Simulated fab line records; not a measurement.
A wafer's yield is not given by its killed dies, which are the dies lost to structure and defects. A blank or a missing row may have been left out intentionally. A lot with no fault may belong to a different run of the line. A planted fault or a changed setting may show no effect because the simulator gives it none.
fab line records + flow ritCmos
record
- lots=14
- wafers=42
- lastDay=7
route steps=202 shown GATE@75 FOX2@80
lots with no fault: from the same line, run without faults
startH: hours from the record's first day to the start of the lot's first wafer shown + waitH: how many hours have passed since the lot's step before this one + " as in the row above + L1.1+2: a single row standing in for several wafers + - value missing, or start not given + * or withheld: withheld + < > ~ a bound
route shown NAME@n: names a module that has steps shown in the file, with the first one's number in the route + usual: average and standard deviation across the fault-free wafers + same: alike in all rows + chamber/n: place in a boat + sites: the reading at each site + _std_site: how widely they spread, as a standard deviation + _edge_site: the outer-site mean with the inner-site mean subtracted + radiusMm: how far each site lies from the wafer's centre + mask NAME#n: copy n + behind: the most recent tool/chamber to have shaped the wafer + hold: why the lot was held/for how many hours/how that ended + device: whichever transistor did not switch (one of n, p or np) + end of line: tests run on the same wafers once the route is complete + a step with no rows: only its recipe + killed: count of dies lost to structure and defects at first sort (not the wafer's yield) + map: a wafer's dies, x killed, . not, _ none there
set.NAME: the setting that was run; set.NAME@STEP: the one run at that earlier step + model.NAME: the simulator's own value behind a step, which no gauge read
one table for each step of the route and one row for each wafer, over a sample of lots
services: when a tool's chamber went out of use (startH, in hours from the record's first day, below 0 if earlier), for how many hours, and the reason
## steps
# step RIT_GATE_WET_ETCH_00
# recipe
- chemistry=BOE
- target=SiO2
- targetDepthNm=56
- timeS=60
- dry=n2Spin
- dilution=10:1
- tempC=21.5
# usual
- bathHeatDutyPct=1.6/0.35
- runLengthS=88/3.2
| lot.wafer | tool        | chamber | startH | waitH | bathHeatDutyPct | runLengthS |
|-----------|-------------|---------|--------|-------|-----------------|------------|
| L285.4    | wetBench-02 | 2       | 32.66  | 0.0   | 2.0             | 86         |
| L285.5    | "           | 2       | "      | "     | 2.0             | 86         |
| L285.6    | "           | 2       | "      | "     | 2.1             | 86         |
| L286.2    | wetBench-03 | 0       | 36.35  | 0.0   | 1.3             | 92         |
| L286.3    | "           | 0       | "      | "     | 1.2             | 92         |
| L286.5    | "           | 0       | "      | "     | 1.7             | 92         |
| L287.1    | wetBench-04 | 1       | 43.33  | 0.1   | 1.4             | 88         |
| L287.3    | "           | 1       | "      | "     | 1.8             | 88         |
| L287.5    | "           | 1       | "      | "     | 1.7             | 88         |
| L288.1    | wetBench-02 | 0       | 46.73  | 0.1   | 1.4             | 88         |
| L288.2    | "           | 0       | "      | "     | 1.3             | 88         |
| L288.6    | "           | 0       | "      | "     | 1.4             | 88         |
| L296.1    | wetBench-03 | 2       | 88.25  | 0.1   | -               | -          |
| L296.2    | "           | 2       | "      | "     | -               | -          |
| L296.6    | "           | 2       | "      | "     | -               | -          |
| L297.3    | wetBench-03 | 1       | 95.71  | 0.0   | -               | -          |
| L297.4    | "           | 1       | "      | "     | -               | -          |
| L297.5    | "           | 1       | "      | "     | -               | -          |
| L298.2    | wetBench-04 | 0       | 100.94 | 0.0   | 1.8             | 85         |
| L298.4    | "           | 0       | "      | "     | 2.0             | 85         |
| L298.6    | "           | 0       | "      | "     | 1.7             | 85         |
| L299.1    | wetBench-04 | 1       | 105.48 | 0.1   | 2.1             | 86         |
| L299.3    | "           | 1       | "      | "     | 1.2             | 86         |
| L299.4    | "           | 1       | "      | "     | 1.4             | 86         |
| L300.1    | wetBench-02 | 0       | 110.81 | 0.1   | 1.1             | 86         |
| L300.3    | "           | 0       | "      | "     | 1.7             | 86         |
| L300.6    | "           | 0       | "      | "     | 2.1             | 86         |
| L301.1    | wetBench-04 | 3       | 118.16 | 0.1   | 1.9             | 86         |
| L301.2    | "           | 3       | "      | "     | 1.6             | 86         |
| L301.6    | "           | 3       | "      | "     | 1.3             | 86         |
| L302.2    | wetBench-03 | 3       | 118.70 | 0.0   | 2.0             | 87         |
| L302.5    | "           | 3       | "      | "     | 1.9             | 87         |
| L302.6    | "           | 3       | "      | "     | 1.8             | 87         |
| L305.1    | wetBench-04 | 0       | 136.10 | 0.1   | 2.1             | 92         |
| L305.3    | "           | 0       | "      | "     | 1.7             | 92         |
| L305.5    | "           | 0       | "      | "     | 1.8             | 92         |
| L306.1    | wetBench-02 | 3       | 140.94 | 0.1   | 2.2             | 86         |
| L306.3    | "           | 3       | "      | "     | 1.6             | 86         |
| L306.4    | "           | 3       | "      | "     | 1.6             | 86         |
| L308.3    | wetBench-03 | 2       | 148.09 | 0.0   | 1.5             | 86         |
| L308.4    | "           | 2       | "      | "     | 1.4             | 86         |
| L308.5    | "           | 2       | "      | "     | 2.3             | 86         |
# step RIT_FOX2_THK_MEAS_91
# recipe
- reads=SiO2_of_FOX2_OXIDATION_00
# usual
- FIELD_OXIDE_LEFT_2_THK=253/6.4
| lot.wafer | tool         | chamber | startH | waitH | FIELD_OXIDE_LEFT_2_THK[nm] |
|-----------|--------------|---------|--------|-------|----------------------------|
| L285.4    | filmMetro-04 | -       | 33.28  | 0.0   | 256                        |
| L285.5    | "            | -       | "      | "     | 257                        |
| L285.6    | "            | -       | "      | "     | 258                        |
| L286.2    | filmMetro-04 | -       | 36.81  | 0.0   | 249                        |
| L286.3    | "            | -       | "      | "     | 244                        |
| L286.5    | "            | -       | "      | "     | 253                        |
| L287.1    | filmMetro-02 | -       | 43.75  | 0.0   | 250                        |
| L287.3    | "            | -       | "      | "     | 252                        |
| L287.5    | "            | -       | "      | "     | 257                        |
| L288.1    | filmMetro-02 | -       | 47.14  | 0.0   | 245                        |
| L288.2    | "            | -       | "      | "     | 245                        |
| L288.6    | "            | -       | "      | "     | 247                        |
| L296.1    | filmMetro-02 | -       | 88.68  | 0.0   | 313                        |
| L296.2    | "            | -       | "      | "     | 311                        |
| L296.6    | "            | -       | "      | "     | 313                        |
| L297.3    | filmMetro-04 | -       | 96.18  | 0.0   | 321                        |
| L297.4    | "            | -       | "      | "     | 318                        |
| L297.5    | "            | -       | "      | "     | 322                        |
| L298.2    | filmMetro-02 | -       | 101.36 | 0.0   | 256                        |
| L298.4    | "            | -       | "      | "     | 250                        |
| L298.6    | "            | -       | "      | "     | 249                        |
| L299.1    | filmMetro-03 | -       | 105.90 | 0.0   | 252                        |
| L299.3    | "            | -       | "      | "     | 257                        |
| L299.4    | "            | -       | "      | "     | 256                        |
| L300.1    | filmMetro-02 | -       | 111.23 | 0.0   | 256                        |
| L300.3    | "            | -       | "      | "     | 251                        |
| L300.6    | "            | -       | "      | "     | 257                        |
| L301.1    | filmMetro-02 | -       | 118.58 | 0.0   | 254                        |
| L301.2    | "            | -       | "      | "     | 258                        |
| L301.6    | "            | -       | "      | "     | 256                        |
| L302.2    | filmMetro-02 | -       | 119.13 | 0.0   | 251                        |
| L302.5    | "            | -       | "      | "     | 256                        |
| L302.6    | "            | -       | "      | "     | 256                        |
| L305.1    | filmMetro-03 | -       | 136.53 | 0.0   | 256                        |
| L305.3    | "            | -       | "      | "     | 256                        |
| L305.5    | "            | -       | "      | "     | 260                        |
| L306.1    | filmMetro-04 | -       | 141.39 | 0.0   | 244                        |
| L306.3    | "            | -       | "      | "     | 242                        |
| L306.4    | "            | -       | "      | "     | 247                        |
| L308.3    | filmMetro-04 | -       | 148.54 | 0.0   | 249                        |
| L308.4    | "            | -       | "      | "     | 246                        |
| L308.5    | "            | -       | "      | "     | 251                        |
## services
| tool        | chamber | startH | hours | kind   |
|-------------|---------|--------|-------|--------|
| wetBench-02 | -       | 99.21  | 6.7   | repair |
## key
firstSign
- step=RIT_GATE_WET_ETCH_00
- reading=toolRecord
- direction=missing
effect
- step=RIT_FOX2_THK_MEAS_91
- reading=FIELD_OXIDE_LEFT_2_THK
- direction=up
- sigmas=10
- usual=253
- struck=316
metAt RIT_GATE_WET_ETCH_00
struckLots L296,L297
laterRowsLeftOut L296.1,L296.2,L296.6,L297.3,L297.4,L297.5
sortLeftOut L296.1,L296.2,L296.6,L297.3,L297.4,L297.5
testerLeftOut L296,L297
onsetBetween 36.35 88.25
fault
- kind=skippedStepWhole
- tool=wetBench-03
- chamber=-
- onsetH=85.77
- steps=RIT_GATE_WET_ETCH_00
- scope=struckLotsOnly
# testerLeftOut: of these lots the tester's yield and bins aren't shown, on N5 and GAA mostly nor the transistor test; their killed dies are dies lost to structure and defects alone, not to doping, threshold or leakage, so they don't give the yield
# sortLeftOut: the simulated sort isn't trusted on such a fault, so these wafers' sort isn't shown, and their yield isn't known
# laterRowsLeftOut: the simulator's readings of these wafers behind a module that went badly wrong aren't trusted and aren't shown, but for the sort
